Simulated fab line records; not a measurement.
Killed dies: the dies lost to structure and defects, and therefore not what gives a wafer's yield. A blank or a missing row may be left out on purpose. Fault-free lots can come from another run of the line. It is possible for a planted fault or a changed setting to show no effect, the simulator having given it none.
Split-lot trial	flow berkeley_cmos170	23 wafers read across 5 lots, on a route 331 steps long

ON THE SPLIT
At UCB170_NLDD_IMPLANT_08, the setting energy_kev was moved away from the recipe's 30 on 10 of the 23 wafers read, by -2.1% to +5.3%. All remaining wafers had this setting at the recipe value.

Reading taken at the split's own step.

THE READING
In nm, at UCB170_NLDD_IMPLANT_08: implant.drp_nm, which is the simulator's own figure and was read by no gauge. The file gives no usual value for it.

wafer	tool, chamber at the split	energy_kev as run	against the recipe	implant.drp_nm, nm	against lot-mates on the recipe
L074.1	implanter-01, 0	30	recipe	9.611	-
L074.2	implanter-01, 0	30	recipe	9.611	-
L074.3	implanter-01, 0	31.6	+5.3%	9.985	+0.374
L074.5	implanter-01, 0	31.6	+5.3%	9.985	+0.374
L074.6	implanter-01, 0	31.6	+5.3%	9.985	+0.374
L078.1	implanter-01, 0	30	recipe	9.611	-
L078.6	implanter-01, 0	30	recipe	9.611	-
L078.2	implanter-01, 0	31.49	+5.0%	9.959	+0.348
L078.4	implanter-01, 0	31.49	+5.0%	9.959	+0.348
L078.5	implanter-01, 0	31.49	+5.0%	9.959	+0.348
L077.1	implanter-03, 0	30	recipe	9.611	-
L077.2	implanter-03, 0	30	recipe	9.611	-
L077.4	implanter-03, 0	30	recipe	9.611	-
L077.3	implanter-03, 0	31.14	+3.8%	9.877	+0.266
L077.5	implanter-03, 0	31.14	+3.8%	9.877	+0.266
L080.2	implanter-01, 0	29.37	-2.1%	9.463	-0.148
L080.5	implanter-01, 0	29.37	-2.1%	9.463	-0.148
L080.3	implanter-01, 0	30	recipe	9.611	-
L080.4	implanter-01, 0	30	recipe	9.611	-
L080.6	implanter-01, 0	30	recipe	9.611	-
L084.2	implanter-01, 0	30	recipe	9.611	-
L084.4	implanter-01, 0	30	recipe	9.611	-
L084.5	implanter-01, 0	30	recipe	9.611	-

THE FIT
A straight line over all 23 wafers: implant.drp_nm changes by +0.0701 nm for each +1% of energy_kev; r = +1.00; the points scatter about the line by 0.00025 nm.
The same after taking each lot's own level away (the mean of its wafers on the recipe; 23 wafers): +0.0701 nm for each +1%; r = +1.00; scatter 0.00025 nm.
According to that fit, moving energy_kev by its largest amount changes the reading by 0.37 nm.
The lots' own levels span 9.6110 to 9.6110 nm.
The two slopes agree, so the slope changes little with the lot-to-lot level.
Check: for one of the wafers moved furthest among these (+5.3%), held out of the fit, the line's prediction against its lot-mates is +0.374 nm. It came out at +0.374 nm against them.

ADDITIONAL SPLITS CARRIED BY THESE WAFERS
Note: prior to the reading, these wafers also went through further splits. Each is held against what the fit with the lots' levels taken away leaves over:
other split on the same wafers	wafers away from the commonest value	r with implant.drp_nm (lot level and that fit taken away)
UCB170_NWELL_OXIDATION_01 ox_time_s	18	-0.06
UCB170_PWELL_OXIDATION_02 ox_time_s	10	-0.18
UCB170_WELLDRIVE_OXIDATION_01 temp_c	10	-0.20
UCB170_ACTIVE_CVD_05 time_s	15	+0.34
UCB170_ACTIVE_ETCH_15 time_s	7	+0.28
UCB170_FIELD_OXIDATION_01 ox_time_s	18	+0.23
UCB170_SACOX_OXIDATION_01 temp_c	15	+0.26
UCB170_PVT_STRIP_08 overash_fraction	6	+0.14
UCB170_GATE_COAT_07 resist_thk_nm	12	-0.21
UCB170_GATE_ETCH_15 icp_w	5	+0.20
UCB170_PLDD_PEB_04 peb_temp_c	8	-0.33

THE WHOLE CHAIN: every reading that the file lists as answering this split, in the file's order
step	what it does	reading	change (the file's fit)	r (the file's)
UCB170_NLDD_IMPLANT_08		implant.rp_nm (the simulator's own value, which no gauge read)	+0.161 nm for each +1% of the setting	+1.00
UCB170_NLDD_IMPLANT_08		implant.drp_nm (the simulator's own value, which no gauge read)	+0.0702 nm for each +1% of the setting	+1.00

FILE'S OWN FIT
implant.drp_nm changes by +0.0702 nm for each +1% of energy_kev, r = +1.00.
